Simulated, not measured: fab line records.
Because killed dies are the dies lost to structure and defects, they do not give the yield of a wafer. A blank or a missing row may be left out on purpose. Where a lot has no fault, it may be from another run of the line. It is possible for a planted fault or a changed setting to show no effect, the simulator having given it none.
Split-lot study :: flow rit_cmos :: route with 202 steps; 5 lots, 23 wafers read

== ABOUT THE SPLIT ==
At RIT_PRETRO_COAT_01 (resist thk 1300 nm), the setting resist_thk_nm was moved away from the recipe's 1300 nm on 6 of the 23 wafers read, by -4.1% to +4.1%. This setting was run at the recipe's value on the other wafers.

== FROM THE SPLIT TO THE READING: what the file shows between them, 3 steps ==
- RIT_PRETRO_SOFTBAKE_02: time 60 s
- RIT_PRETRO_EXPOSE_03: exposes mask M5, target cd 43700 nm
- RIT_PRETRO_DEVELOP_05: develop time 68 s

== THE READING ==
NOVOLAK_of_PRETRO_COAT_01.thk_nm (the simulator's own value, which no gauge read), in nm, at RIT_PRETRO_HARDBAKE_07 (time 120 s). The file gives no usual value for it. Average 1140 nm, standard deviation 4 nm, over the 17 wafers here run with the recipe.

wafer: L075.1
tool, chamber at the split: litho_track-04, 0
resist_thk_nm as run, nm: 1300
against the recipe: recipe
NOVOLAK_of_PRETRO_COAT_01.thk_nm, nm: 1147
against lot-mates on the recipe: -

wafer: L075.2
tool, chamber at the split: litho_track-04, 0
resist_thk_nm as run, nm: 1300
against the recipe: recipe
NOVOLAK_of_PRETRO_COAT_01.thk_nm, nm: 1144
against lot-mates on the recipe: -

wafer: L075.3
tool, chamber at the split: litho_track-04, 0
resist_thk_nm as run, nm: 1300
against the recipe: recipe
NOVOLAK_of_PRETRO_COAT_01.thk_nm, nm: 1144
against lot-mates on the recipe: -

wafer: L075.6
tool, chamber at the split: litho_track-04, 0
resist_thk_nm as run, nm: 1300
against the recipe: recipe
NOVOLAK_of_PRETRO_COAT_01.thk_nm, nm: 1144
against lot-mates on the recipe: -

wafer: L075.4
tool, chamber at the split: litho_track-04, 0
resist_thk_nm as run, nm: 1300
against the recipe: recipe
NOVOLAK_of_PRETRO_COAT_01.thk_nm, nm: 1143
against lot-mates on the recipe: -

wafer: L078.1
tool, chamber at the split: litho_track-02, 0
resist_thk_nm as run, nm: 1300
against the recipe: recipe
NOVOLAK_of_PRETRO_COAT_01.thk_nm, nm: 1138
against lot-mates on the recipe: -

wafer: L078.5
tool, chamber at the split: litho_track-02, 0
resist_thk_nm as run, nm: 1300
against the recipe: recipe
NOVOLAK_of_PRETRO_COAT_01.thk_nm, nm: 1138
against lot-mates on the recipe: -

wafer: L078.6
tool, chamber at the split: litho_track-02, 0
resist_thk_nm as run, nm: 1300
against the recipe: recipe
NOVOLAK_of_PRETRO_COAT_01.thk_nm, nm: 1138
against lot-mates on the recipe: -

wafer: L078.2
tool, chamber at the split: litho_track-02, 0
resist_thk_nm as run, nm: 1353
against the recipe: +4.1%
NOVOLAK_of_PRETRO_COAT_01.thk_nm, nm: 1181
against lot-mates on the recipe: +43

wafer: L078.4
tool, chamber at the split: litho_track-02, 0
resist_thk_nm as run, nm: 1353
against the recipe: +4.1%
NOVOLAK_of_PRETRO_COAT_01.thk_nm, nm: 1188
against lot-mates on the recipe: +50

wafer: L079.1
tool, chamber at the split: litho_track-04, 0
resist_thk_nm as run, nm: 1300
against the recipe: recipe
NOVOLAK_of_PRETRO_COAT_01.thk_nm, nm: 1141
against lot-mates on the recipe: -

wafer: L079.3
tool, chamber at the split: litho_track-04, 0
resist_thk_nm as run, nm: 1300
against the recipe: recipe
NOVOLAK_of_PRETRO_COAT_01.thk_nm, nm: 1140
against lot-mates on the recipe: -

wafer: L079.6
tool, chamber at the split: litho_track-04, 0
resist_thk_nm as run, nm: 1300
against the recipe: recipe
NOVOLAK_of_PRETRO_COAT_01.thk_nm, nm: 1138
against lot-mates on the recipe: -

wafer: L082.1
tool, chamber at the split: litho_track-04, 0
resist_thk_nm as run, nm: 1300
against the recipe: recipe
NOVOLAK_of_PRETRO_COAT_01.thk_nm, nm: 1133
against lot-mates on the recipe: -

wafer: L082.2
tool, chamber at the split: litho_track-04, 0
resist_thk_nm as run, nm: 1300
against the recipe: recipe
NOVOLAK_of_PRETRO_COAT_01.thk_nm, nm: 1134
against lot-mates on the recipe: -

wafer: L082.4
tool, chamber at the split: litho_track-04, 0
resist_thk_nm as run, nm: 1300
against the recipe: recipe
NOVOLAK_of_PRETRO_COAT_01.thk_nm, nm: 1132
against lot-mates on the recipe: -

wafer: L082.5
tool, chamber at the split: litho_track-04, 0
resist_thk_nm as run, nm: 1327
against the recipe: +2.1%
NOVOLAK_of_PRETRO_COAT_01.thk_nm, nm: 1160
against lot-mates on the recipe: +27

wafer: L082.6
tool, chamber at the split: litho_track-04, 0
resist_thk_nm as run, nm: 1327
against the recipe: +2.1%
NOVOLAK_of_PRETRO_COAT_01.thk_nm, nm: 1158
against lot-mates on the recipe: +25

wafer: L084.1
tool, chamber at the split: litho_track-04, 0
resist_thk_nm as run, nm: 1247
against the recipe: -4.1%
NOVOLAK_of_PRETRO_COAT_01.thk_nm, nm: 1094
against lot-mates on the recipe: -45

wafer: L084.2
tool, chamber at the split: litho_track-04, 0
resist_thk_nm as run, nm: 1300
against the recipe: recipe
NOVOLAK_of_PRETRO_COAT_01.thk_nm, nm: 1137
against lot-mates on the recipe: -

wafer: L084.3
tool, chamber at the split: litho_track-04, 0
resist_thk_nm as run, nm: 1300
against the recipe: recipe
NOVOLAK_of_PRETRO_COAT_01.thk_nm, nm: 1141
against lot-mates on the recipe: -

wafer: L084.4
tool, chamber at the split: litho_track-04, 0
resist_thk_nm as run, nm: 1247
against the recipe: -4.1%
NOVOLAK_of_PRETRO_COAT_01.thk_nm, nm: 1091
against lot-mates on the recipe: -48

wafer: L084.5
tool, chamber at the split: litho_track-04, 0
resist_thk_nm as run, nm: 1300
against the recipe: recipe
NOVOLAK_of_PRETRO_COAT_01.thk_nm, nm: 1140
against lot-mates on the recipe: -

THE FIT
A straight line over all 23 wafers: NOVOLAK_of_PRETRO_COAT_01.thk_nm changes by +11.1 nm for each +1% of resist_thk_nm; r = +0.98; the points scatter about the line by 4 nm.
The same after taking each lot's own level away (the mean of its wafers on the recipe; 23 wafers): +11.6 nm for each +1%; r = +1.00; scatter 1.7 nm.
According to that fit, moving resist_thk_nm by its largest amount changes the reading by 47 nm.
The lots' own levels span 1133.0 to 1144.4 nm, that is 2.8 times the standard deviation above.
The two slopes agree, so the slope changes little with the lot-to-lot level.
Check: with one of the wafers moved furthest among these (-4.1%) left out of the fit, the line predicts -47.7 nm for it against its lot-mates. It came out at -45.3 nm against them.

== OTHER SPLITS ON THESE WAFERS ==
Before the reading, these wafers also passed through other splits. Each is held against what the fit with the lots' levels taken away leaves over:
other split on the same wafers: RIT_ACTIVE_CVD_03 sih2cl2_flow_sccm
wafers away from the commonest value: 15
r with NOVOLAK_of_PRETRO_COAT_01.thk_nm (lot level and that fit taken away): +0.20

other split on the same wafers: RIT_ACTIVE_COAT_06 spin_rpm
wafers away from the commonest value: 8
r with NOVOLAK_of_PRETRO_COAT_01.thk_nm (lot level and that fit taken away): +0.34

other split on the same wafers: RIT_ACTIVE_DEVELOP_10 dev_temp_c
wafers away from the commonest value: 9
r with NOVOLAK_of_PRETRO_COAT_01.thk_nm (lot level and that fit taken away): +0.01

other split on the same wafers: RIT_PWELL_IMPLANT_08 dose_cm2
wafers away from the commonest value: 9
r with NOVOLAK_of_PRETRO_COAT_01.thk_nm (lot level and that fit taken away): -0.08

== THE WHOLE CHAIN: every reading that the file lists as answering this split, in the file's order ==
step: RIT_PRETRO_COAT_01
what it does: resist thk 1300 nm
reading: NOVOLAK_of_PRETRO_COAT_01.thk_nm (the simulator's own value, which no gauge read)
change (the file's fit): +13.4 nm for each +1% of the setting
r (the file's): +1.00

step: RIT_PRETRO_HARDBAKE_07
what it does: time 120 s
reading: NOVOLAK_of_PRETRO_COAT_01.thk_nm (the simulator's own value, which no gauge read)
change (the file's fit): +11.5 nm for each +1% of the setting
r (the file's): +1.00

== FILE'S OWN FIT ==
NOVOLAK_of_PRETRO_COAT_01.thk_nm changes by +11.5 nm for each +1% of resist_thk_nm, r = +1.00.
